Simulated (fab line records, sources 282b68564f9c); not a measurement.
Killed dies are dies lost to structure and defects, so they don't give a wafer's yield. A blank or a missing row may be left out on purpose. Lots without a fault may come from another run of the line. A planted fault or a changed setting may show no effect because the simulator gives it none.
Chamber matching | flow rit_cmos | RIT_GATE_ETCH_19 on rie_si-02: 4 sister chambers
The step etches poly-Si in SF6/CHF3/O2, stops on SiO2, time 165 s, target depth 312.5 nm. 14 wafers are shown with their chamber, then 7 later ones without.

WAFERS WITH THEIR CHAMBER
wafer  | chamber | drypump_motor_current_A (A) | throttle_valve_pct (%) | he_backside_leak_sccm (sccm)
L747.2 | 2       | 5.6                         | 10.25                  | 2.75
L747.3 | 1       | 4.8                         | 10.37                  | 2.58
L747.5 | 1       | 4.8                         | 10.34                  | 2.49
L749.1 | 3       | 5.8                         | 10.41                  | 2.70
L749.2 | 2       | 5.6                         | 10.24                  | 2.76
L749.6 | 0       | 5.9                         | 10.41                  | 2.56
L751.1 | 3       | 5.8                         | 10.38                  | 2.57
L751.3 | 1       | 4.8                         | 10.34                  | 2.62
L751.5 | 2       | 5.6                         | 10.24                  | 2.67
L753.1 | 2       | 5.6                         | 10.25                  | 2.72
L753.4 | 1       | 4.7                         | 10.35                  | 2.52
L753.5 | 0       | 5.9                         | 10.40                  | 2.60
L757.2 | 3       | 5.7                         | 10.40                  | 2.57
L757.5 | 1       | 4.8                         | 10.36                  | 2.56

SIGNATURES (means of the wafers above)
reading                 | chamber 0 | chamber 1 | chamber 2 | chamber 3 | scatter within a chamber
drypump_motor_current_A | 5.900     | 4.780     | 5.600     | 5.767     | 0.0383
throttle_valve_pct      | 10.4050   | 10.3520   | 10.2450   | 10.3967   | 0.0114
he_backside_leak_sccm   | 2.5800    | 2.5540    | 2.7250    | 2.6133    | 0.0522
Rule: a wafer's distance from a chamber is the root of the sum, over the readings, of the square of ((its reading less the chamber's mean) divided by the reading's scatter). The wafer belongs to the nearest chamber; if the next one is less than 2 further off, it can't be placed. The scatter: the root of (the sum of the squares of (reading less its chamber's mean) over the shown wafers, divided by (wafers less chambers)).

WAFERS WITHOUT THEIR CHAMBER
wafer  | drypump_motor_current_A (A) | throttle_valve_pct (%) | he_backside_leak_sccm (sccm)
L757.6 | 5.9                         | 10.42                  | 2.46
L759.3 | 5.8                         | 10.40                  | 2.64
L759.4 | 5.6                         | 10.25                  | 2.76
L759.6 | 5.9                         | 10.41                  | 2.59
L767.2 | 5.6                         | 10.24                  | 2.77
L767.3 | 5.9                         | 10.40                  | 2.51
L767.6 | 5.6                         | 10.24                  | 2.78

WHICH CHAMBER EACH WENT THROUGH
wafer  | from the rows above     | in truth
L757.6 | 0                       | 0
L759.3 | can't be placed: 3 or 0 | 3
L759.4 | 2                       | 2
L759.6 | 0                       | 0
L767.2 | 2                       | 2
L767.3 | 0                       | 0
L767.6 | 2                       | 2
Placed correctly: 6 of 7. Can't be placed from these rows: 1 (the true chamber is among the candidates in 1). Placed wrongly: 0.
